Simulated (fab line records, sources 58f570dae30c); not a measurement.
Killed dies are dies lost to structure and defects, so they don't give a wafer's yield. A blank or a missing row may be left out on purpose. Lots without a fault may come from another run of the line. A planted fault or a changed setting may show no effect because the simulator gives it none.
One fault seen from 2 desks | flow berkeley_cmos170 | each desk has only its own numbers; what lay behind them comes last

THE TOOL OWNER'S DESK: plasma_asher-01
The tool's own readings at UCB170_PVT_STRIP_08 (strips in O2): means of the sampled wafers that have a number, for each lot that ran on this tool. A lot is out of limits, marked OUT, if its mean lies more than 4 standard deviations from the usual mean; the brackets give that distance.
Columns: A = drypump_motor_current_A at UCB170_PVT_STRIP_08, usual 5.9 A; B = oes_product_au at UCB170_PVT_STRIP_08, usual 0.734 a.u.; C = strip_time_to_endpoint_s at UCB170_PVT_STRIP_08, usual 21.64 s
lot  | first seen here | A   | B     | C
L870 | day 7 02:31     | 6.1 | 0.736 | 21.61
L878 | day 8 09:53     | 5.8 | 0.733 | 21.61
L881 | day 8 19:06     | 5.8 | 0.738 | 21.55
L882 | day 9 05:35     | 5.8 | 0.734 | 21.57
This desk's finding: nothing out of limits on any of the 4 lots.

THE METROLOGY DESK
What the gauges read, lot by lot, whatever tool the lot ran on: means of the sampled wafers that have a number. A lot is out of limits, marked OUT, if its mean lies more than 4 standard deviations from the usual mean; the brackets give that distance.
Columns: A = cd_nm at UCB170_M2_CD_MEAS_15, usual 699.8 nm; B = M3_AL_RS at UCB170_M3_RS_MEAS_02, usual 0.0322 ohm/sq
lot  | first seen here | A     | B
L869 | day 8 11:20     | 701.7 | 0.0317
L870 | day 8 23:37     | 698.5 | 0.0319
L872 | day 9 00:13     | 696.9 | 0.0322
L871 | day 9 04:02     | 701.8 | 0.0322
L875 | day 9 18:41     | 698.6 | 0.0319
L878 | day 10 11:38    | 697.7 | 0.0324
L881 | day 10 15:16    | 699.2 | 0.0325
L882 | day 11 08:52    | 700.5 | 0.0323
L883 | day 11 10:04    | 699.4 | 0.0322
L884 | day 11 11:41    | 699.3 | 0.0321
L887 | day 11 19:57    | 699.6 | 0.0325
L885 | day 11 21:03    | 699.0 | 0.0318
L889 | day 12 10:56    | 700.3 | 0.0325
L890 | day 13 09:53    | 701.3 | 0.0328
This desk's finding: nothing out of limits on any of the 14 lots.

PUT TOGETHER
The tool owner's desk saw nothing out of limits.
The metrology desk saw nothing out of limits.

WHAT THE SIMULATOR HAD PUT IN
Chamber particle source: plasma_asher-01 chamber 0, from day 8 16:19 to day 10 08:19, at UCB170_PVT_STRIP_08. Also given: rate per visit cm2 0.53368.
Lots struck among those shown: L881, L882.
